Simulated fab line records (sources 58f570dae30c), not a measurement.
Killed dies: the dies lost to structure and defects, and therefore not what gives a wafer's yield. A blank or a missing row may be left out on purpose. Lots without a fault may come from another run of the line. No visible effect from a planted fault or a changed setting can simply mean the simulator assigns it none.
fab line records | flow berkeley-cmos170
record: lots: 6 wafers: 18 last-day: 11
route steps=331 shown SDANNEAL@205 PSD@206 NSD@207 PLDD@208 NLDD@209 SILICIDE@210 CONTACT@216
lots untouched by any fault: they come from a run of this same line in which no faults occurred
start-h: hours from the record's first day to the start of the lot's first wafer shown | wait-h: time in hours since the lot's previous step | " the same as in the row above | L1.1+2: one row covering several wafers at once | - no value present, or no start provided | * or withheld: withheld | < > ~ a bound
route shown NAME@n: names a module that has steps shown in the file, with the first one's number in the route | usual: mean/standard deviation of fault-free wafers | same: alike in all rows | chamber/n: place in a boat | sites: the reading at each site | _std_site: their standard deviation | _edge_site: mean of outer sites minus mean of inner sites | radius-mm: for every site, how far away it sits from the centre of the wafer | mask NAME#n: copy n | behind: tool/chamber where the wafer was last shaped | hold: cause of the lot's hold/its duration in hours/its outcome | device: transistor that didn't switch, given as n, p or np | end of line: the route-end tests of the same wafers | step lacking rows: just its recipe | killed: dies lost to structure and defects at the first sort, not the wafer's yield | map: a wafer's dies, x killed, . not, _ none there
set.NAME: the setting that was run; set.NAME@STEP: the one run at that earlier step | model.NAME: the simulator's own value behind a step, which no gauge read
lots seen at some steps along the route; tables by step, rows by wafer
services: the hour from which a tool's chamber was out of use, counted from the record's first day as start-h (under 0 if before that day), plus the number of hours and why
== steps ==
step: UCB170_SDANNEAL_RTA_01
recipe: temp-c: 1050 time-s: 5 ambient: N2
usual: lamp-power-pct: 39.7/0.77 wafer_temp_C_max: 1052.9/0.71
columns lot.wafer tool chamber start-h wait-h lamp-power-pct wafer_temp_C_max
L273.1 rtp-anneal-01 0 151.23 0.1 39.1 1051.9
L273.3 " 0 " " 39.1 1053.3
L273.4 " 0 " " 39.1 1052.8
L281.2 rtp-anneal-01 0 196.88 0.1 39.1 1053.6
L281.3 " 0 " " 39.1 1052.9
L281.4 " 0 " " 39.1 1052.6
L284.2 rtp-anneal-01 0 211.66 0.1 39.1 1052.5
L284.4 " 0 " " 39.1 1053.2
L284.6 " 0 " " 39.1 1053.1
L286.1 rtp-anneal-02 0 221.28 0.1 40.7 1052.6
L286.2 " 0 " " 40.7 1052.8
L286.4 " 0 " " 40.7 1053.4
L287.1 rtp-anneal-02 0 221.74 0.1 40.7 1054.0
L287.4 " 0 " " 40.7 1053.1
L287.5 " 0 " " 40.7 1054.5
L288.4 rtp-anneal-01 0 222.25 0.1 39.2 1052.9
L288.5 " 0 " " 39.2 1052.2
L288.6 " 0 " " 39.1 1052.2
step: UCB170_SDANNEAL_RS_MEAS_02
recipe: thk-meas-gauge: four-point-probe
usual: PSD_RS: 75.7/0.3
columns lot.wafer tool chamber start-h wait-h PSD_RS[ohm/sq]
L273.1 film-metro-01 - 151.29 0.0 75.9
L273.3 " - " " 76.1
L273.4 " - " " 75.5
L281.2 film-metro-04 - 196.95 0.1 75.4
L281.3 " - " " 75.6
L281.4 " - " " 75.6
L284.2 film-metro-03 - 211.73 0.1 75.2
L284.4 " - " " 75.3
L284.6 " - " " 75.6
L286.1 film-metro-04 - 221.34 0.0 75.9
L286.2 " - " " 75.9
L286.4 " - " " 76.1
L287.1 film-metro-03 - 221.79 0.0 76.2
L287.4 " - " " 76.0
L287.5 " - " " 75.9
L288.4 film-metro-01 - 222.34 0.1 76.0
L288.5 " - " " 75.6
L288.6 " - " " 75.5
step: UCB170_SDANNEAL_RS_MEAS_03
recipe: thk-meas-gauge: four-point-probe
usual: NSD_RS: 37.32/0.082
columns lot.wafer tool chamber start-h wait-h NSD_RS[ohm/sq]
L273.1 film-metro-01 - 151.41 0.1 37.39
L273.3 " - " " 37.37
L273.4 " - " " 37.36
L281.2 film-metro-04 - 197.07 0.1 37.25
L281.3 " - " " 37.29
L281.4 " - " " 37.33
L284.2 film-metro-03 - 211.85 0.1 37.29
L284.4 " - " " 37.27
L284.6 " - " " 37.20
L286.1 film-metro-04 - 221.46 0.1 37.32
L286.2 " - " " 37.39
L286.4 " - " " 37.43
L287.1 film-metro-03 - 221.91 0.1 37.48
L287.4 " - " " 37.42
L287.5 " - " " 37.47
L288.4 film-metro-01 - 222.46 0.1 37.42
L288.5 " - " " 37.40
L288.6 " - " " 37.34
step: UCB170_SDANNEAL_RS_MEAS_04
recipe: thk-meas-gauge: four-point-probe
usual: PLDD_RS: 1033.4/2.4
columns lot.wafer tool chamber start-h wait-h PLDD_RS[ohm/sq]
L273.1 film-metro-01 - 151.53 0.1 1033.5
L273.3 " - " " 1033.2
L273.4 " - " " 1032.6
L281.2 film-metro-04 - 197.19 0.1 1029.8
L281.3 " - " " 1031.2
L281.4 " - " " 1028.6
L284.2 film-metro-03 - 211.97 0.1 1032.1
L284.4 " - " " 1032.5
L284.6 " - " " 1031.5
L286.1 film-metro-04 - 221.58 0.1 1031.3
L286.2 " - " " 1027.5
L286.4 " - " " 1028.9
L287.1 film-metro-03 - 222.03 0.1 1032.0
L287.4 " - " " 1030.5
L287.5 " - " " 1030.9
L288.4 film-metro-01 - 222.58 0.1 1035.6
L288.5 " - " " 1029.5
L288.6 " - " " 1034.5
step: UCB170_SDANNEAL_RS_MEAS_05
recipe: thk-meas-gauge: four-point-probe
usual: NLDD_RS: 617.1/1.2
columns lot.wafer tool chamber start-h wait-h NLDD_RS[ohm/sq]
L273.1 film-metro-01 - 151.65 0.1 615.6
L273.3 " - " " 615.9
L273.4 " - " " 619.2
L281.2 film-metro-04 - 197.31 0.1 616.1
L281.3 " - " " 617.8
L281.4 " - " " 617.5
L284.2 film-metro-03 - 212.09 0.1 616.1
L284.4 " - " " 617.3
L284.6 " - " " 617.3
L286.1 film-metro-04 - 221.70 0.1 617.1
L286.2 " - " " 618.0
L286.4 " - " " 616.0
L287.1 film-metro-03 - 222.15 0.1 615.7
L287.4 " - " " 616.8
L287.5 " - " " 617.4
L288.4 film-metro-01 - 222.70 0.1 618.7
L288.5 " - " " 616.5
L288.6 " - " " 618.0
step: UCB170_SILICIDE_PRE_CLEAN_00
recipe: gas: Ar preclean-etch-time-s: 60
step: UCB170_SILICIDE_SPUTTER_01
recipe: material: Ti target-thk-nm: 30 time-s: 25 power-w: 1500 chamber-pressure-pa: 0.5
usual: throttle-valve-pct: 29.9/1.3
columns lot.wafer tool chamber start-h wait-h throttle-valve-pct
L273.1 pvd-sputter-04 - 151.84 0.0 29.7
L273.3 " - " " 30.5
L273.4 " - " " 30.9
L281.2 pvd-sputter-04 - 197.47 0.0 30.0
L281.3 " - " " 30.8
L281.4 " - " " 31.2
L284.2 pvd-sputter-04 - 212.26 0.0 29.4
L284.4 " - " " 31.3
L284.6 " - " " 30.9
L286.1 pvd-sputter-04 - 221.89 0.0 31.0
L286.2 " - " " 30.6
L286.4 " - " " 29.9
L287.1 pvd-sputter-02 - 222.34 0.0 29.2
L287.4 " - " " 30.6
L287.5 " - " " 29.7
L288.4 pvd-sputter-03 - 222.82 0.0 30.4
L288.5 " - " " 28.5
L288.6 " - " " 30.7
step: UCB170_SILICIDE_RS_MEAS_02
recipe: thk-meas-gauge: four-point-probe reads: Ti_of_SILICIDE_SPUTTER_01
usual: SILICIDE_TI_RS: 26.2/0.39
columns lot.wafer tool chamber start-h wait-h SILICIDE_TI_RS[ohm/sq]
L273.1 film-metro-04 - 151.87 0.0 26.2
L273.3 " - " " 27.1
L273.4 " - " " 26.6
L281.2 film-metro-03 - 197.52 0.0 26.2
L281.3 " - " " 26.7
L281.4 " - " " 26.5
L284.2 film-metro-04 - 212.44 0.2 26.6
L284.4 " - " " 27.1
L284.6 " - " " 26.9
L286.1 film-metro-02 - 221.92 0.0 26.3
L286.2 " - " " 26.4
L286.4 " - " " 26.0
L287.1 film-metro-03 - 222.37 0.0 25.9
L287.4 " - " " 26.1
L287.5 " - " " 25.7
L288.4 film-metro-02 - 222.91 0.1 26.0
L288.5 " - " " 25.7
L288.6 " - " " 25.9
step: UCB170_SILICIDE_THK_MEAS_03
recipe: thk-meas-gauge: xrf reads: Ti_of_SILICIDE_SPUTTER_01
usual: SILICIDE_TI_THK: 29.9/0.38
columns lot.wafer tool chamber start-h wait-h SILICIDE_TI_THK[nm]
L273.1 film-metro-04 - 151.99 0.1 29.9
L273.3 " - " " 29.2
L273.4 " - " " 29.5
L281.2 film-metro-03 - 197.63 0.1 30.0
L281.3 " - " " 29.6
L281.4 " - " " 29.7
L284.2 film-metro-04 - 212.55 0.1 29.6
L284.4 " - " " 29.2
L284.6 " - " " 29.4
L286.1 film-metro-02 - 222.04 0.1 29.8
L286.2 " - " " 29.6
L286.4 " - " " 30.0
L287.1 film-metro-03 - 222.49 0.1 30.5
L287.4 " - " " 30.2
L287.5 " - " " 30.7
L288.4 film-metro-02 - 223.00 0.1 29.9
L288.5 " - " " 30.1
L288.6 " - " " 30.0
step: UCB170_SILICIDE_RTA_04
recipe: temp-c: 650 time-s: 15 ambient: N2
step: UCB170_SILICIDE_WET_ETCH_05
recipe: chemistry: SPM time-s: 45 temp-c: 120 target: Ti
step: UCB170_CONTACT_CLEAN_00
recipe: chemistry: SPM temp-c: 120 time-s: 600
step: UCB170_CONTACT_CVD_01
recipe: material: PSG target-thk-nm: 700 temp-c: 450 precursor: SiH4/O2/PH3 time-s: 2820 pressure-mtorr: 300 sih4-flow-sccm: 60 o2-flow-sccm: 90 ph3-flow-sccm: 25
columns lot.wafer tool chamber start-h wait-h model.PSG_of_CONTACT_CVD_01.thk-nm
L273.1 lpcvd-01 1 152.32 0.0 701.6
L273.3 " 1 " " 704.4
L273.4 " 1 " " 696.6
L281.2 lpcvd-01 1 198.15 0.0 692.3
L281.3 " 1 " " 691.8
L281.4 " 1 " " 696.3
L284.2 lpcvd-01 0 213.80 0.9 882.4
L284.4 " 0 " " 877.7
L284.6 " 0 " " 878
L286.1 lpcvd-01 0 222.37 0.0 891.4
L286.2 " 0 " " 888.9
L286.4 " 0 " " 894.8
L287.1 lpcvd-02 0 222.83 0.0 695.2
L287.4 " 0 " " 700.9
L287.5 " 0 " " 697.7
L288.4 lpcvd-02 1 224.62 1.3 692.9
L288.5 " 1 " " 691.8
L288.6 " 1 " " 694.6
step: UCB170_CONTACT_THK_MEAS_02
recipe: reads: PSG_of_CONTACT_CVD_01
usual: CONTACT_PSG_THK: 703/7.4
columns lot.wafer tool chamber start-h wait-h CONTACT_PSG_THK[nm]
L273.1 film-metro-03 - 154.10 0.0 702
L273.3 " - " " 704
L273.4 " - " " 696
L281.2 film-metro-03 - 200.84 0.0 692
L281.3 " - " " 692
L281.4 " - " " 697
L284.2 film-metro-01 - 215.59 0.0 883
L284.4 " - " " 878
L284.6 " - " " 877
L286.1 film-metro-01 - 224.15 0.0 891
L286.2 " - " " 888
L286.4 " - " " 896
L287.1 film-metro-01 - 224.62 0.0 695
L287.4 " - " " 701
L287.5 " - " " 697
L288.4 film-metro-02 - 226.43 0.0 693
L288.5 " - " " 692
L288.6 " - " " 695
step: UCB170_CONTACT_HMDS_03
recipe: prime-time-s: 60 prime-temp-c: 100
step: UCB170_CONTACT_COAT_04
recipe: resist: KrF spin-rpm: 1500 resist-thk-nm: 900
step: UCB170_CONTACT_SOFTBAKE_05
recipe: resist: KrF temp-c: 130 time-s: 60
step: UCB170_CONTACT_STRIP_06
recipe: chemistry: O2 power-w: 400 pressure-mtorr: 3500 platen-temp-c: withheld o2-flow-sccm: 400 overash-fraction: 0.5
usual: drypump-motor-current-A: 5.40/0.25 oes-product-au: 0.735/0.0041 strip-time-to-endpoint-s: 21.96/0.062
columns lot.wafer tool chamber start-h wait-h drypump-motor-current-A oes-product-au rf-hours-counter-h strip-time-to-endpoint-s
L273.1 plasma-asher-03 1 154.68 0.1 5.54 0.733 46 22.02
L273.3 " 0 " " 5.75 0.738 - 21.98
L273.4 " 1 " " 5.54 0.733 - 21.99
L281.2 plasma-asher-03 1 201.34 0.1 5.55 0.735 49 22.05
L281.3 " 1 " " 5.57 0.743 - 21.92
L281.4 " 0 " " 5.70 0.733 - 21.98
L284.2 plasma-asher-03 0 216.09 0.1 5.74 0.732 51 22.01
L284.4 " 1 " " 5.51 0.742 - 22.00
L284.6 " 1 " " 5.54 0.742 - 21.96
L286.1 plasma-asher-04 0 224.90 0.1 5.35 0.733 55 21.97
L286.2 " 1 " " 4.98 0.734 55 21.81
L286.4 " 1 " " 5.00 0.738 - 21.85
L287.1 plasma-asher-02 0 225.35 0.1 5.50 0.732 43 21.89
L287.4 " 1 " " 5.38 0.734 - 21.93
L287.5 " 0 " " 5.51 0.737 - 22.02
L288.4 plasma-asher-04 1 228.04 0.1 4.95 0.733 - 21.98
L288.5 " 0 " " 5.37 0.735 - 22.04
L288.6 " 1 " " 4.96 0.730 - 21.96
step: UCB170_CONTACT_CLEAN_07
recipe: chemistry: SPM temp-c: 120 time-s: 600
step: UCB170_CONTACT_RTA_08
recipe: temp-c: 900 time-s: 10 ambient: N2
usual: lamp-power-pct: 25.9/0.51 wafer_temp_C_max: 902.6/0.71
columns lot.wafer tool chamber start-h wait-h lamp-power-pct wafer_temp_C_max
L273.1 rtp-anneal-02 0 154.96 0.0 26.3 902.5
L273.3 " 0 " " 26.4 903.2
L273.4 " 0 " " 26.4 903.0
L281.2 rtp-anneal-02 0 201.80 0.0 26.3 903.0
L281.3 " 0 " " 26.4 903.4
L281.4 " 0 " " 26.3 903.7
L284.2 rtp-anneal-01 0 216.38 0.0 25.4 901.7
L284.4 " 0 " " 25.3 902.4
L284.6 " 0 " " 25.3 902.2
L286.1 rtp-anneal-02 0 225.18 0.0 26.4 904.2
L286.2 " 0 " " 26.3 902.9
L286.4 " 0 " " 26.4 902.4
L287.1 rtp-anneal-01 0 225.63 0.0 25.4 902.1
L287.4 " 0 " " 25.3 902.0
L287.5 " 0 " " 25.3 901.7
L288.4 rtp-anneal-02 0 228.34 0.0 26.4 903.2
L288.5 " 0 " " 26.4 903.6
L288.6 " 0 " " 26.4 903.3
step: UCB170_CONTACT_COAT_09
recipe: resist: BARC temp-c: withheld time-s: withheld spin-rpm: 3000 resist-thk-nm: withheld
step: UCB170_CONTACT_COAT_10
recipe: resist: KrF spin-rpm: 1500 resist-thk-nm: 900
step: UCB170_CONTACT_SOFTBAKE_11
recipe: resist: KrF temp-c: 130 time-s: 60
step: UCB170_CONTACT_EXPOSE_12
recipe: mask-id: CONT target-cd-nm: 700 na: 0.5 sigma-outer: 0.6 source-shape: conventional dose-mj: 34.66
step: UCB170_CONTACT_PEB_13
recipe: peb-temp-c: 130 peb-time-s: withheld resist: KrF
step: UCB170_CONTACT_DEVELOP_14
recipe: developer: TMAH develop-time-s: 45 resist: KrF dev-temp-c: 21
step: UCB170_CONTACT_CD_MEAS_15
recipe: target-cd-nm: 700
usual: cd-nm: 699.8/1.1
columns lot.wafer tool chamber start-h wait-h cd-nm
L273.1 cd-sem-02 - 155.87 - 700.3
L273.3 " - " " 699.2
L273.4 " - " " 699.5
L281.2 cd-sem-02 - 203.38 - 699.3
L281.3 " - " " 697.9
L281.4 " - " " 698.6
L284.2 cd-sem-01 - 217.42 - 699.4
L284.4 " - " " 700.6
L284.6 " - " " 698.7
L286.1 cd-sem-01 - 227.56 - 701.2
L286.2 " - " " 701.1
L286.4 " - " " 701.1
L287.1 cd-sem-02 - 228.23 - 699.6
L287.4 " - " " 698.7
L287.5 " - " " 698.1
L288.4 cd-sem-01 - 230.07 - 700.7
L288.5 " - " " 700.5
L288.6 " - " " 700.3
step: UCB170_CONTACT_OVL_MEAS_16
usual: CONTACT_OVL: 0/5.4
columns lot.wafer tool chamber start-h wait-h CONTACT_OVL[nm]
L273.1 overlay-01 - 155.99 0.1 2
L273.3 " - " " -4
L273.4 " - " " -2
L281.2 overlay-02 - 203.48 0.1 1
L281.3 " - " " 0
L281.4 " - " " -7
L284.2 overlay-01 - 217.53 0.1 3
L284.4 " - " " 1
L284.6 " - " " 2
L286.1 overlay-01 - 227.68 0.1 -5
L286.2 " - " " 2
L286.4 " - " " 0
L287.1 overlay-01 - 228.35 0.1 6
L287.4 " - " " -6
L287.5 " - " " -7
L288.4 overlay-01 - 230.15 0.1 -1
L288.5 " - " " -1
L288.6 " - " " 1
step: UCB170_CONTACT_ETCH_17
recipe: chemistry: N2/H2 target-depth-a: withheld overetch-a: withheld target: BARC time-s: withheld source-w: 500 bias-w: 100 pressure-mtorr: 30 n2-flow-sccm: 100 h2-flow-sccm: 200
step: UCB170_CONTACT_ETCH_18
recipe: chemistry: CHF3/CF4/Ar target: PSG stop-on: TiSi2 CHF3_flow_sccm: 45 cf4-flow-sccm: 15 Ar_flow_sccm: 150 pressure-mtorr: 200 rf-w: 700 target-depth-a: 8400 over-etch-frac: 0.2 time-s: 195
usual: drypump-motor-current-A: 5.6/0.42 oes-product-au: 0.896/0.015 throttle-valve-pct: 6.90/0.098
columns lot.wafer tool chamber start-h wait-h drypump-motor-current-A oes-product-au rf-hours-counter-h throttle-valve-pct model.CONTACT.feature-depth-nm model.etch.depth-nm
L273.1 rie-diel-01 3 - - 5.3 0.893 57 6.79 701.6 701.6
L273.3 " 2 " " 5.9 0.913 125 6.87 704.4 704.4
L273.4 " 1 " " 4.8 0.886 154 7.01 696.6 696.6
L281.2 rie-diel-01 1 - - 4.8 0.877 1 7.01 692.3 692.3
L281.3 " 0 " " 5.5 0.892 28 6.91 691.8 691.8
L281.4 " 2 " " 5.9 0.919 127 6.87 696.3 696.3
L284.2 rie-diel-04 0 - - 6.3 1.001 144 6.82 847.5 847.5
L284.4 " 2 " " 5.8 1.014 - 7.02 859.2 859.2
L284.6 " 0 " " 6.3 1.009 - 6.83 845.9 845.9
L286.1 rie-diel-03 3 - - 5.2 0.992 19 7.02 824.1 824.1
L286.2 " 1 " " 5.8 0.973 102 6.82 837 837
L286.4 " 0 " " 5.7 0.994 51 6.94 852.8 852.8
L287.1 rie-diel-04 0 - - 6.3 0.885 144 6.82 695.2 695.2
L287.4 " 0 " " 6.3 0.895 - 6.81 700.9 700.9
L287.5 " 1 " " 5.4 0.888 - 6.72 697.7 697.7
L288.4 rie-diel-01 2 - - 5.9 0.924 129 6.87 692.9 692.9
L288.5 " 1 " " 4.8 0.881 - 7.02 691.8 691.8
L288.6 " 0 " " 5.5 0.894 - 6.89 694.6 694.6
step: UCB170_CONTACT_STRIP_19
recipe: chemistry: O2 power-w: 400 pressure-mtorr: 3500 platen-temp-c: withheld o2-flow-sccm: 400 overash-fraction: 0.5
usual: drypump-motor-current-A: 5.38/0.2 oes-product-au: 0.725/0.0046
columns lot.wafer tool chamber start-h wait-h drypump-motor-current-A oes-product-au rf-hours-counter-h
L273.1 plasma-asher-04 0 156.19 - 5.34 0.716 46
L273.3 " 0 " " 5.33 0.725 -
L273.4 " 1 " " 5.00 0.721 -
L281.2 plasma-asher-02 0 203.68 - 5.51 0.724 41
L281.3 " 0 " " 5.50 0.724 -
L281.4 " 1 " " 5.41 0.722 -
L284.2 plasma-asher-04 0 217.72 - 5.35 0.721 55
L284.4 " 1 " " 5.01 0.728 -
L284.6 " 1 " " 4.98 0.726 -
L286.1 plasma-asher-02 1 227.88 - 5.41 0.727 44
L286.2 " 0 " " 5.51 0.723 44
L286.4 " 0 " " 5.51 0.730 -
L287.1 plasma-asher-04 1 228.56 - 4.96 0.729 56
L287.4 " 1 " " 5.00 0.719 -
L287.5 " 1 " " 4.94 0.738 -
L288.4 plasma-asher-04 1 230.37 - 5.00 0.728 -
L288.5 " 0 " " 5.33 0.730 -
L288.6 " 1 " " 4.96 0.730 -
== services ==
columns tool chamber start-h hours kind
rie-diel-04 2 155.25 5.1 repair
rie-diel-01 1 164.35 - clean
rie-diel-01 1 164.35 16.4 scheduled-down
rie-diel-01 1 164.35 16.4 vent-cycle
plasma-asher-02 - 166.49 4.4 repair
plasma-asher-03 - 171.33 14.6 pm
rie-diel-04 3 214.38 3.5 repair
rie-diel-04 3 217.83 - clean
rie-diel-04 3 217.83 36.1 scheduled-down
rie-diel-04 3 217.83 36.1 vent-cycle
pvd-sputter-04 - 225.77 2.9 repair
== key ==
first-sign: step: UCB170_CONTACT_THK_MEAS_02 reading: CONTACT_PSG_THK direction: up sigmas: 25 usual: 703 struck: 886
effect: step: UCB170_CONTACT_ETCH_18 reading: oes-product-au direction: up sigmas: 6.7 usual: 0.896 struck: 0.997
model-effect: step: UCB170_CONTACT_CVD_01 value: PSG_of_CONTACT_CVD_01.thk-nm without: 710.5 struck: 885.5
model-effect: step: UCB170_CONTACT_ETCH_18 value: CONTACT.feature-depth-nm without: 710.5 struck: 844.4
met-at UCB170_CONTACT_CVD_01
struck-wafers L284.2,L284.4,L284.6,L286.1,L286.2,L286.4
later-rows-left-out L284.2,L284.4,L284.6,L286.1,L286.2,L286.4
sort-left-out L284.2,L284.4,L284.6,L286.1,L286.2,L286.4
tester-left-out L284,L286
also-fits UCB170_SILICIDE_SPUTTER_01:pvd-sputter-04
fault: kind: process-parameter-drift tool: lpcvd-01 chamber: 0 onset-h: 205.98 steps: UCB170_CONTACT_CVD_01 channel: target-thk-nm offset: 175 shape: step end-h: 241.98 acts-in: these-recipes-only stated: 700
tester-left-out: of these lots the tester's yield and bins aren't shown, on N5 and GAA mostly nor the transistor test; their killed dies are dies lost to structure and defects alone, not to doping, threshold or leakage, so they don't give the yield
sort-left-out: the simulated sort isn't trusted on such a fault, so these wafers' sort isn't shown, and their yield isn't known
later-rows-left-out: the simulator's readings of these wafers behind a module that went badly wrong aren't trusted and aren't shown, but for the sort
